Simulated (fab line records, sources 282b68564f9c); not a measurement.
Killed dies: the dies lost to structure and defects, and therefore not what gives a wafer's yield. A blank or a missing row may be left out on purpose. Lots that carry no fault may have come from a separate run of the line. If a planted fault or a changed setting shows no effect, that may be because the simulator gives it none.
fab line records -- flow ritCmos
record: lots: 6, wafers: 18, lastDay: 7
route steps=202 shown PSD@150 SDANNEAL@153 NSD@158 PLDD@159 NLDD@160 SILICIDE@161 M1@202
lots that met no fault: taken from a fault-free run of the same line
startH: hours from the record's first day to the start of the lot's first wafer shown -- waitH: how many hours have passed since the lot's step before this one -- " identical to the entry in the row above -- L1.1+2: one row covering several wafers at once -- - either no value or no given start -- * or withheld: withheld -- < > ~ a bound
route shown NAME@n: NAME is a module with steps in the file, n the number in the route of the first one -- usual: mean/standard deviation taken from wafers without a fault -- same: alike in all rows -- chamber/n: place in a boat -- sites: the reading at each site -- _std_site: standard deviation across them -- _edge_site: mean of outer sites minus mean of inner sites -- radiusMm: for every site, how far away it sits from the centre of the wafer -- mask NAME#n: copy n -- behind: the last tool/chamber to shape the wafer -- hold: cause of the lot's hold/its duration in hours/its outcome -- device: names the non-switching transistor (n, p or np) -- end of line: tests run on the same wafers once the route is complete -- a step without rows: its recipe alone -- killed: not the wafer's yield, but the dies lost to structure and defects at the first sort -- map: shows each die of a wafer: x if killed, . if not, _ if none is there
set.NAME: the setting the step ran with; set.NAME@STEP: the setting that earlier step ran with -- model.NAME: the simulator's own value behind a step, which no gauge read
certain route steps with their lots: each step a table, each wafer a row
services: when a tool's chamber went out of use (startH, in hours from the record's first day, below 0 if earlier), for how many hours, and the reason
== steps ==
step: RIT_PSD_IMPLANT_08
recipe: species: BF2, energyKev: 27, doseCm2: 5e+15, tiltDeg: 7
step: RIT_PSD_STRIP_09
recipe: chemistry: O2, timeS: 180, resist: NOVOLAK, platenTempC: withheld, powerW: 500, pressureMtorr: 4000, o2FlowSccm: 4000
usual: drypumpMotorCurrentA: 5.8/0.52
lot.wafer,tool,chamber,startH,waitH,drypumpMotorCurrentA,rfHoursCounterH
L952.2,plasmaAsher-01,1,61.76,0.1,5.1,37
L952.5,plasmaAsher-01,1,61.76,0.1,5.2,-
L952.6,plasmaAsher-01,0,61.76,0.1,5.5,-
L954.1,plasmaAsher-01,1,65.93,0.1,5.2,38
L954.2,plasmaAsher-01,0,65.93,0.1,5.5,38
L954.4,plasmaAsher-01,0,65.93,0.1,5.5,-
L959.1,plasmaAsher-03,1,90.59,0.1,6.7,47
L959.2,plasmaAsher-03,0,90.59,0.1,5.9,47
L959.5,plasmaAsher-03,1,90.59,0.1,6.7,-
L965.1,plasmaAsher-03,0,119.23,0.1,5.9,0
L965.4,plasmaAsher-03,1,119.23,0.1,6.7,-
L965.5,plasmaAsher-03,0,119.23,0.1,5.9,-
L971.2,plasmaAsher-02,1,149.20,0.1,5.5,52
L971.4,plasmaAsher-02,1,149.20,0.1,5.5,-
L971.5,plasmaAsher-02,0,149.20,0.1,5.6,-
L973.1,plasmaAsher-03,0,159.01,0.1,5.9,5
L973.2,plasmaAsher-03,1,159.01,0.1,6.8,5
L973.6,plasmaAsher-03,0,159.01,0.1,5.9,-
step: RIT_PSD_TW_MEAS_10
usual: PSD_TW: 3409/24
lot.wafer,tool,chamber,startH,waitH,PSD_TW
L952.2,filmMetro-04,-,61.95,0.1,3378
L952.5,filmMetro-04,-,61.95,0.1,3381
L952.6,filmMetro-04,-,61.95,0.1,3369
L954.1,filmMetro-01,-,66.11,0.1,3415
L954.2,filmMetro-01,-,66.11,0.1,3430
L954.4,filmMetro-01,-,66.11,0.1,3428
L959.1,filmMetro-01,-,90.76,0.1,3441
L959.2,filmMetro-01,-,90.76,0.1,3425
L959.5,filmMetro-01,-,90.76,0.1,3437
L965.1,filmMetro-01,-,119.40,0.1,3425
L965.4,filmMetro-01,-,119.40,0.1,3399
L965.5,filmMetro-01,-,119.40,0.1,3422
L971.2,filmMetro-04,-,149.38,0.1,3396
L971.4,filmMetro-04,-,149.38,0.1,3402
L971.5,filmMetro-04,-,149.38,0.1,3394
L973.1,filmMetro-03,-,159.19,0.1,3429
L973.2,filmMetro-03,-,159.19,0.1,3418
L973.6,filmMetro-03,-,159.19,0.1,3414
step: RIT_SDANNEAL_CLEAN_00
recipe: chemistry: SC1, mix: 3:3:50, timeS: 600, tempC: 75
step: RIT_SDANNEAL_CLEAN_01
recipe: chemistry: dHF, dilution: 50:1, timeS: 30
step: RIT_SDANNEAL_CLEAN_02
recipe: chemistry: SC2, mix: 3:3:50, timeS: 600, tempC: 75, dry: n2Spin
step: RIT_SDANNEAL_RTA_03
recipe: tempC: 1050, timeS: 5, idleTempC: 600, rampUpCPerS: 342, rampDownCPerS: 171, coolToC: 600, ambient: N2
usual: wafer_temp_C_max: 1053.5/1.1
lot.wafer,tool,chamber,startH,waitH,wafer_temp_C_max
L952.2,rtpAnneal-01,0,62.37,0.0,1054.5
L952.5,rtpAnneal-01,0,62.37,0.0,1055.2
L952.6,rtpAnneal-01,0,62.37,0.0,1053.9
L954.1,rtpAnneal-02,0,66.53,0.0,1054.3
L954.2,rtpAnneal-02,0,66.53,0.0,1053.6
L954.4,rtpAnneal-02,0,66.53,0.0,1054.2
L959.1,rtpAnneal-02,0,91.21,0.0,1053.3
L959.2,rtpAnneal-02,0,91.21,0.0,1052.5
L959.5,rtpAnneal-02,0,91.21,0.0,1054.1
L965.1,rtpAnneal-02,0,119.86,0.0,1054.6
L965.4,rtpAnneal-02,0,119.86,0.0,1052.6
L965.5,rtpAnneal-02,0,119.86,0.0,1052.0
L971.2,rtpAnneal-02,0,149.82,0.0,1053.3
L971.4,rtpAnneal-02,0,149.82,0.0,1052.2
L971.5,rtpAnneal-02,0,149.82,0.0,1053.7
L973.1,rtpAnneal-02,0,159.63,0.0,1053.7
L973.2,rtpAnneal-02,0,159.63,0.0,1054.1
L973.6,rtpAnneal-02,0,159.63,0.0,1052.7
step: RIT_SDANNEAL_RS_MEAS_04
recipe: thkMeasGauge: four-point-probe
usual: PSD_RS: 115.9/0.34
lot.wafer,tool,chamber,startH,waitH,PSD_RS[ohm/sq]
L952.2,filmMetro-03,-,62.44,0.1,115.7
L952.5,filmMetro-03,-,62.44,0.1,115.7
L952.6,filmMetro-03,-,62.44,0.1,115.4
L954.1,filmMetro-01,-,66.59,0.0,116.0
L954.2,filmMetro-01,-,66.59,0.0,116.3
L954.4,filmMetro-01,-,66.59,0.0,116.2
L959.1,filmMetro-04,-,91.27,0.0,115.7
L959.2,filmMetro-04,-,91.27,0.0,115.7
L959.5,filmMetro-04,-,91.27,0.0,115.5
L965.1,filmMetro-04,-,119.92,0.0,115.7
L965.4,filmMetro-04,-,119.92,0.0,116.1
L965.5,filmMetro-04,-,119.92,0.0,115.8
L971.2,filmMetro-04,-,149.89,0.1,116.0
L971.4,filmMetro-04,-,149.89,0.1,116.2
L971.5,filmMetro-04,-,149.89,0.1,116.4
L973.1,filmMetro-01,-,159.69,0.0,116.4
L973.2,filmMetro-01,-,159.69,0.0,115.8
L973.6,filmMetro-01,-,159.69,0.0,116.2
step: RIT_SDANNEAL_RS_MEAS_05
recipe: thkMeasGauge: four-point-probe
usual: NSD_RS: 84.57/0.3
lot.wafer,tool,chamber,startH,waitH,NSD_RS[ohm/sq]
L952.2,filmMetro-03,-,62.56,0.1,84.39
L952.5,filmMetro-03,-,62.56,0.1,84.73
L952.6,filmMetro-03,-,62.56,0.1,84.76
L954.1,filmMetro-01,-,66.71,0.1,84.82
L954.2,filmMetro-01,-,66.71,0.1,84.87
L954.4,filmMetro-01,-,66.71,0.1,85.10
L959.1,filmMetro-04,-,91.39,0.1,84.96
L959.2,filmMetro-04,-,91.39,0.1,84.68
L959.5,filmMetro-04,-,91.39,0.1,84.62
L965.1,filmMetro-04,-,120.04,0.1,84.10
L965.4,filmMetro-04,-,120.04,0.1,84.33
L965.5,filmMetro-04,-,120.04,0.1,84.45
L971.2,filmMetro-04,-,150.01,0.1,84.53
L971.4,filmMetro-04,-,150.01,0.1,84.75
L971.5,filmMetro-04,-,150.01,0.1,84.43
L973.1,filmMetro-01,-,159.81,0.1,84.53
L973.2,filmMetro-01,-,159.81,0.1,84.24
L973.6,filmMetro-01,-,159.81,0.1,84.87
step: RIT_SDANNEAL_RS_MEAS_06
recipe: thkMeasGauge: four-point-probe
usual: PLDD_RS: 178.7/0.41
lot.wafer,tool,chamber,startH,waitH,PLDD_RS[ohm/sq]
L952.2,filmMetro-03,-,62.68,0.1,179.4
L952.5,filmMetro-03,-,62.68,0.1,179.3
L952.6,filmMetro-03,-,62.68,0.1,179.2
L954.1,filmMetro-01,-,66.83,0.1,178.6
L954.2,filmMetro-01,-,66.83,0.1,178.7
L954.4,filmMetro-01,-,66.83,0.1,178.9
L959.1,filmMetro-04,-,91.51,0.1,178.6
L959.2,filmMetro-04,-,91.51,0.1,178.9
L959.5,filmMetro-04,-,91.51,0.1,178.5
L965.1,filmMetro-04,-,120.16,0.1,179.1
L965.4,filmMetro-04,-,120.16,0.1,178.7
L965.5,filmMetro-04,-,120.16,0.1,178.2
L971.2,filmMetro-04,-,150.13,0.1,179.2
L971.4,filmMetro-04,-,150.13,0.1,179.4
L971.5,filmMetro-04,-,150.13,0.1,179.2
L973.1,filmMetro-01,-,159.93,0.1,178.8
L973.2,filmMetro-01,-,159.93,0.1,178.4
L973.6,filmMetro-01,-,159.93,0.1,178.2
step: RIT_SDANNEAL_RS_MEAS_07
recipe: thkMeasGauge: four-point-probe
usual: NLDD_RS: 151.5/0.45
lot.wafer,tool,chamber,startH,waitH,NLDD_RS[ohm/sq]
L952.2,filmMetro-03,-,62.80,0.1,151.6
L952.5,filmMetro-03,-,62.80,0.1,152.0
L952.6,filmMetro-03,-,62.80,0.1,151.9
L954.1,filmMetro-01,-,66.95,0.1,151.1
L954.2,filmMetro-01,-,66.95,0.1,152.0
L954.4,filmMetro-01,-,66.95,0.1,151.7
L959.1,filmMetro-04,-,91.63,0.1,151.1
L959.2,filmMetro-04,-,91.63,0.1,151.7
L959.5,filmMetro-04,-,91.63,0.1,151.6
L965.1,filmMetro-04,-,120.28,0.1,151.9
L965.4,filmMetro-04,-,120.28,0.1,151.4
L965.5,filmMetro-04,-,120.28,0.1,151.7
L971.2,filmMetro-04,-,150.25,0.1,151.1
L971.4,filmMetro-04,-,150.25,0.1,151.1
L971.5,filmMetro-04,-,150.25,0.1,151.8
L973.1,filmMetro-01,-,160.05,0.1,151.5
L973.2,filmMetro-01,-,160.05,0.1,151.1
L973.6,filmMetro-01,-,160.05,0.1,151.1
step: RIT_SILICIDE_WET_ETCH_00
recipe: chemistry: BOE, target: SiO2, targetDepthNm: 14, timeS: 15, dry: n2Spin, dilution: 10:1, tempC: 21.5
step: RIT_SILICIDE_SPUTTER_01
recipe: material: Ti, targetThkNm: 30, powerW: 350, chamberPressurePa: 0.667, gas: Ar, timeS: 240, substrateTempC: 25
usual: substrateTempC: 25.01/0.11, throttleValvePct: 29.6/1
lot.wafer,tool,chamber,startH,waitH,substrateTempC,throttleValvePct
L952.2,pvdSputter-02,-,62.91,0.0,25.00,30.9
L952.5,pvdSputter-02,-,62.91,0.0,25.09,30.2
L952.6,pvdSputter-02,-,62.91,0.0,24.82,31.4
L954.1,pvdSputter-03,-,67.09,0.0,24.98,30.8
L954.2,pvdSputter-03,-,67.09,0.0,25.00,29.9
L954.4,pvdSputter-03,-,67.09,0.0,25.00,28.2
L959.1,pvdSputter-04,-,91.76,0.0,24.87,28.1
L959.2,pvdSputter-04,-,91.76,0.0,25.10,29.2
L959.5,pvdSputter-04,-,91.76,0.0,25.14,29.2
L965.1,pvdSputter-03,-,120.41,0.0,25.08,30.9
L965.4,pvdSputter-03,-,120.41,0.0,25.13,28.6
L965.5,pvdSputter-03,-,120.41,0.0,25.08,28.3
L971.2,pvdSputter-02,-,150.37,0.0,25.03,29.9
L971.4,pvdSputter-02,-,150.37,0.0,24.78,30.3
L971.5,pvdSputter-02,-,150.37,0.0,24.92,29.3
L971.2,pvdSputter-02,-,150.70,0.3,24.98,30.4
L971.4,pvdSputter-02,-,150.70,0.3,24.94,30.6
L971.5,pvdSputter-02,-,150.70,0.3,25.02,29.4
L973.1,pvdSputter-02,-,160.18,0.0,25.01,29.1
L973.2,pvdSputter-02,-,160.18,0.0,24.92,30.8
L973.6,pvdSputter-02,-,160.18,0.0,25.20,30.7
L973.1,pvdSputter-02,-,160.52,0.3,25.02,28.9
L973.2,pvdSputter-02,-,160.52,0.3,25.03,30.6
L973.6,pvdSputter-02,-,160.52,0.3,25.08,30.8
step: RIT_SILICIDE_RS_MEAS_02
recipe: thkMeasGauge: four-point-probe, reads: Ti_of_SILICIDE_SPUTTER_01
usual: SILICIDE_TI_RS: 47.7/0.71
lot.wafer,tool,chamber,startH,waitH,SILICIDE_TI_RS[ohm/sq]
L952.2,filmMetro-02,-,63.08,0.1,46.8
L952.5,filmMetro-02,-,63.08,0.1,47.1
L952.6,filmMetro-02,-,63.08,0.1,47.3
L954.1,filmMetro-02,-,67.24,0.1,49.2
L954.2,filmMetro-02,-,67.24,0.1,48.5
L954.4,filmMetro-02,-,67.24,0.1,49.3
L959.1,filmMetro-02,-,91.91,0.1,47.2
L959.2,filmMetro-02,-,91.91,0.1,47.0
L959.5,filmMetro-02,-,91.91,0.1,46.9
L965.1,filmMetro-01,-,120.56,0.1,48.7
L965.4,filmMetro-01,-,120.56,0.1,49.0
L965.5,filmMetro-01,-,120.56,0.1,48.1
L971.2,filmMetro-02,-,150.94,0.1,20.4
L971.4,filmMetro-02,-,150.94,0.1,20.5
L971.5,filmMetro-02,-,150.94,0.1,20.3
L973.1,filmMetro-03,-,160.69,0.1,20.3
L973.2,filmMetro-03,-,160.69,0.1,20.7
L973.6,filmMetro-03,-,160.69,0.1,20.5
step: RIT_SILICIDE_THK_MEAS_03
recipe: thkMeasGauge: xrf, reads: Ti_of_SILICIDE_SPUTTER_01
usual: SILICIDE_TI_THK: 30.3/0.37
lot.wafer,tool,chamber,startH,waitH,SILICIDE_TI_THK[nm]
L952.2,filmMetro-02,-,63.19,0.1,30.7
L952.5,filmMetro-02,-,63.19,0.1,30.5
L952.6,filmMetro-02,-,63.19,0.1,30.5
L954.1,filmMetro-02,-,67.36,0.1,29.5
L954.2,filmMetro-02,-,67.36,0.1,29.8
L954.4,filmMetro-02,-,67.36,0.1,29.3
L959.1,filmMetro-02,-,92.03,0.1,30.5
L959.2,filmMetro-02,-,92.03,0.1,30.7
L959.5,filmMetro-02,-,92.03,0.1,30.6
L965.1,filmMetro-01,-,120.68,0.1,29.7
L965.4,filmMetro-01,-,120.68,0.1,29.7
L965.5,filmMetro-01,-,120.68,0.1,30.3
L971.2,filmMetro-02,-,151.05,0.1,60.5
L971.4,filmMetro-02,-,151.05,0.1,60.1
L971.5,filmMetro-02,-,151.05,0.1,61.1
L973.1,filmMetro-03,-,160.81,0.1,61.0
L973.2,filmMetro-03,-,160.81,0.1,59.6
L973.6,filmMetro-03,-,160.81,0.1,60.4
step: RIT_SILICIDE_RTA_04
recipe: tempC: 650, timeS: 10, idleTempC: 25, rampUpS: 5, rampDownS: 5, coolToC: 25, ambient: N2
usual: wafer_temp_C_max: 653.1/0.7
lot.wafer,tool,chamber,startH,waitH,wafer_temp_C_max
L952.2,rtpAnneal-02,0,63.26,0.1,652.5
L952.5,rtpAnneal-02,0,63.26,0.1,652.3
L952.6,rtpAnneal-02,0,63.26,0.1,652.6
L954.1,rtpAnneal-01,0,67.42,0.1,653.3
L954.2,rtpAnneal-01,0,67.42,0.1,653.1
L954.4,rtpAnneal-01,0,67.42,0.1,652.4
L959.1,rtpAnneal-01,0,92.09,0.1,652.5
L959.2,rtpAnneal-01,0,92.09,0.1,653.0
L959.5,rtpAnneal-01,0,92.09,0.1,653.0
L965.1,rtpAnneal-01,0,120.74,0.1,652.8
L965.4,rtpAnneal-01,0,120.74,0.1,654.1
L965.5,rtpAnneal-01,0,120.74,0.1,653.7
L971.2,rtpAnneal-01,0,151.11,0.1,652.7
L971.4,rtpAnneal-01,0,151.11,0.1,652.3
L971.5,rtpAnneal-01,0,151.11,0.1,652.8
L973.1,rtpAnneal-01,0,160.87,0.1,652.1
L973.2,rtpAnneal-01,0,160.87,0.1,653.3
L973.6,rtpAnneal-01,0,160.87,0.1,652.6
step: RIT_M1_PROBE_99
usual: killedAtFrontEnd: 7/3, killedDies: 7/3, killedOpen: 3.6/1.9, killedShort: 3.2/1.8
same: grossDies: 264, killed_at_M0_to_M3: 0, killed_at_M4_up: 0, killedAtBackSide: 0, killedAtContacts: 0, killedAtOther: 0
lot.wafer,tool,chamber,startH,waitH,killedAtFrontEnd,killedDies,killedOpen,killedShort
L952.2,prober-02,-,70.22,0.1,8,8,5,3
L952.5,prober-02,-,70.37,0.2,8,8,4,4
L952.6,prober-02,-,70.42,0.2,8,8,4,4
L954.1,prober-01,-,74.13,0.1,7,7,3,4
L954.2,prober-01,-,74.18,0.1,3,3,2,1
L954.4,prober-01,-,74.28,0.2,6,6,3,3
L959.1,prober-01,-,98.67,0.1,14,14,7,7
L959.2,prober-01,-,98.72,0.1,8,8,5,3
L959.5,prober-01,-,98.87,0.2,5,5,1,4
L965.1,prober-01,-,127.58,0.1,11,11,7,4
L965.4,prober-01,-,127.73,0.2,7,7,4,3
L965.5,prober-01,-,127.78,0.2,12,12,7,5
L971.2,prober-01,-,158.27,0.1,9,9,4,5
L971.4,prober-01,-,158.37,0.2,1,1,1,0
L971.5,prober-01,-,158.42,0.2,5,5,2,3
L973.1,prober-01,-,168.34,0.1,9,9,3,6
L973.2,prober-01,-,168.39,0.1,6,6,2,4
L973.6,prober-01,-,168.59,0.2,7,7,4,3
killed by level:class
L952.2 GATE:geometricParticle:open=3 SPACER:geometricParticle:short=2 FOX1:geometricParticle:open=1 FOX2:geometricParticle:open=1 FOX2:geometricParticle:short=1
L952.5 GATE:geometricParticle:short=4 SILICIDE:geometricParticle:open=2 GATE:geometricParticle:open=1 SPACER:geometricParticle:open=1
L952.6 GATE:geometricParticle:open=4 GATE:geometricParticle:short=2 SILICIDE:geometricParticle:short=2
L954.1 GATE:geometricParticle:short=2 SILICIDE:geometricParticle:short=2 FOX1:geometricParticle:open=1 REOX:geometricParticle:open=1 SILICIDE:geometricParticle:open=1
L954.2 FOX2:geometricParticle:open=1 REOX:geometricParticle:open=1 REOX:geometricParticle:short=1
L954.4 SPACER:geometricParticle:short=2 SPACER:geometricParticle:open=2 REOX:geometricParticle:open=1 REOX:geometricParticle:short=1
L959.1 GATE:geometricParticle:open=4 SPACER:geometricParticle:short=3 GATE:geometricParticle:short=2 SPACER:geometricParticle:open=2 REOX:geometricParticle:short=1 SILICIDE:geometricParticle:open=1 SILICIDE:geometricParticle:short=1
L959.2 FOX1:geometricParticle:open=3 SPACER:geometricParticle:short=2 FOX1:geometricParticle:short=1 GATE:geometricParticle:open=1 SPACER:geometricParticle:open=1
L959.5 SILICIDE:geometricParticle:short=3 FOX2:geometricParticle:short=1 SPACER:geometricParticle:open=1
L965.1 GATE:geometricParticle:open=5 REOX:geometricParticle:open=2 REOX:geometricParticle:short=2 GATE:geometricParticle:short=1 SPACER:geometricParticle:short=1
L965.4 GATE:geometricParticle:short=2 GATE:geometricParticle:open=2 FOX1:geometricParticle:short=1 REOX:geometricParticle:open=1 SPACER:geometricParticle:open=1
L965.5 GATE:geometricParticle:open=3 REOX:geometricParticle:open=3 REOX:geometricParticle:short=3 FOX1:geometricParticle:short=1 SILICIDE:geometricParticle:open=1 SILICIDE:geometricParticle:short=1
L971.2 GATE:geometricParticle:short=4 SPACER:geometricParticle:open=2 FOX1:geometricParticle:open=1 FOX2:geometricParticle:short=1 GATE:geometricParticle:open=1
L971.4 SPACER:geometricParticle:open=1
L971.5 FOX1:geometricParticle:short=1 REOX:geometricParticle:short=1 SPACER:geometricParticle:short=1 SPACER:geometricParticle:open=1 SILICIDE:geometricParticle:open=1
L973.1 GATE:geometricParticle:short=3 FOX1:geometricParticle:short=2 FOX1:geometricParticle:open=1 GATE:geometricParticle:open=1 SILICIDE:geometricParticle:open=1 SILICIDE:geometricParticle:short=1
L973.2 FOX2:geometricParticle:short=2 FOX1:geometricParticle:short=1 FOX2:geometricParticle:open=1 GATE:geometricParticle:short=1 SILICIDE:geometricParticle:open=1
L973.6 SILICIDE:geometricParticle:open=2 FOX2:geometricParticle:short=1 GATE:geometricParticle:short=1 GATE:geometricParticle:open=1 REOX:geometricParticle:short=1 REOX:geometricParticle:open=1
== services ==
tool,chamber,startH,hours,kind
pvdSputter-02,-,74.09,4.8,repair
plasmaAsher-03,-,108.75,9.0,pm
plasmaAsher-03,0,108.75,9.0,ventCycle
plasmaAsher-03,1,108.75,9.0,ventCycle
pvdSputter-03,-,114.24,2.6,repair
plasmaAsher-03,0,117.75,-,clean
plasmaAsher-03,1,117.75,-,clean
plasmaAsher-02,-,153.93,14.6,pm
pvdSputter-03,-,155.27,2.1,repair
== key ==
firstSign: step: RIT_SILICIDE_SPUTTER_01, reading: visit, direction: added
effect: step: RIT_SILICIDE_RS_MEAS_02, reading: SILICIDE_TI_RS, direction: down, sigmas: 38, usual: 47.7, struck: 20.4
effect: step: RIT_SILICIDE_THK_MEAS_03, reading: SILICIDE_TI_THK, direction: up, sigmas: 83, usual: 30.3, struck: 60.5
metAt RIT_SILICIDE_SPUTTER_01
struckWafers L971.2,L971.4,L971.5,L973.1,L973.2,L973.6
testerLeftOut L971,L973
fault: kind: repeatedStepWhole, tool: pvdSputter-02,pvdSputter-03,pvdSputter-04, chamber: -, onsetH: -, steps: RIT_SILICIDE_SPUTTER_01, times: 1, scope: struckLotsOnly
testerLeftOut: of these lots the tester's yield and bins aren't shown, on N5 and GAA mostly nor the transistor test; their killed dies are dies lost to structure and defects alone, not to doping, threshold or leakage, so they don't give the yield
